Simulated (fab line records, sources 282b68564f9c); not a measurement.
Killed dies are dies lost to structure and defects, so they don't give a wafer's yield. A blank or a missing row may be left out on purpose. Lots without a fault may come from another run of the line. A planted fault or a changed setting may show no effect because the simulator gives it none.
One fault seen from 2 desks | flow rit_cmos | each desk has only its own numbers; what lay behind them comes last

THE METROLOGY DESK
What the gauges read, lot by lot, whatever tool the lot ran on: means of the sampled wafers that have a number. A lot is out of limits, marked OUT, if its mean lies more than 4 standard deviations from the usual mean; the brackets give that distance.
Columns: A = GATE_OVL at RIT_GATE_OVL_MEAS_17, usual 0.6 nm; B = PSD_OVL at RIT_PSD_OVL_MEAS_06, usual 0.5 nm
lot  | first seen here | A    | B
L944 | day 2 18:07     | 0.2  | -0.2
L946 | day 3 00:38     | 2.1  | -150.4 (-94) OUT
L947 | day 3 07:38     | -1.2 | -149.4 (-94) OUT
L948 | day 3 09:16     | 0.2  | -150.1 (-94) OUT
L949 | day 3 15:05     | -0.3 | -150.0 (-94) OUT
L953 | day 4 10:34     | -0.9 | 2.5
L956 | day 5 02:11     | 0.4  | 1.1
L957 | day 5 07:06     | -1.0 | 1.1
L958 | day 5 11:39     | 3.3  | 1.5
L962 | day 6 06:50     | 2.4  | 1.5
L963 | day 6 12:00     | 1.1  | 1.3
L965 | day 6 22:48     | 0.6  | 0.9
L966 | day 7 02:46     | 2.0  | 1.5
L967 | day 7 08:30     | 0.5  | 3.9
This desk's finding: out of limits on L946, L947, L948, L949; first on L946, day 3 12:35 (PSD_OVL at RIT_PSD_OVL_MEAS_06). In limits: L944, L953, L956, L957, L958, L962, L963, L965, L966, L967.

THE TOOL OWNER'S DESK: iline_stepper-02
The tool's own readings at RIT_PSD_EXPOSE_03 (exposes mask M10, target cd 40900 nm): means of the sampled wafers that have a number, for each lot that ran on this tool. A lot is out of limits, marked OUT, if its mean lies more than 4 standard deviations from the usual mean; the brackets give that distance.
Columns: A = focus_offset_nm at RIT_PSD_EXPOSE_03, usual 0.0 nm; B = reticle_temp_C at RIT_PSD_EXPOSE_03, usual 22.99 C
lot  | first seen here | A    | B
L944 | day 3 05:17     | -0.1 | 23.09
L946 | day 3 12:10     | 0.1  | 22.98
L947 | day 3 18:41     | 0.2  | 22.95
L948 | day 3 20:35     | 0.3  | 22.91
L949 | day 4 03:14     | 0.1  | 22.89
This desk's finding: nothing out of limits on any of the 5 lots.

PUT TOGETHER
The metrology desk could have raised an alarm at day 3 12:35, on L946, L947, L948, L949.
The tool owner's desk saw nothing out of limits.
The tool owner's desk has L946, L947, L948, L949 on record, within its limits.
Of the lots named, all ran RIT_PSD_EXPOSE_03 on iline_stepper-02.

WHAT THE SIMULATOR HAD PUT IN
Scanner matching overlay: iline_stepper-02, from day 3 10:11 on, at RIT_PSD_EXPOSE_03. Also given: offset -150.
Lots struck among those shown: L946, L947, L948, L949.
Hours from the fault's start to each desk's first reading out of limits: the metrology desk, 2.
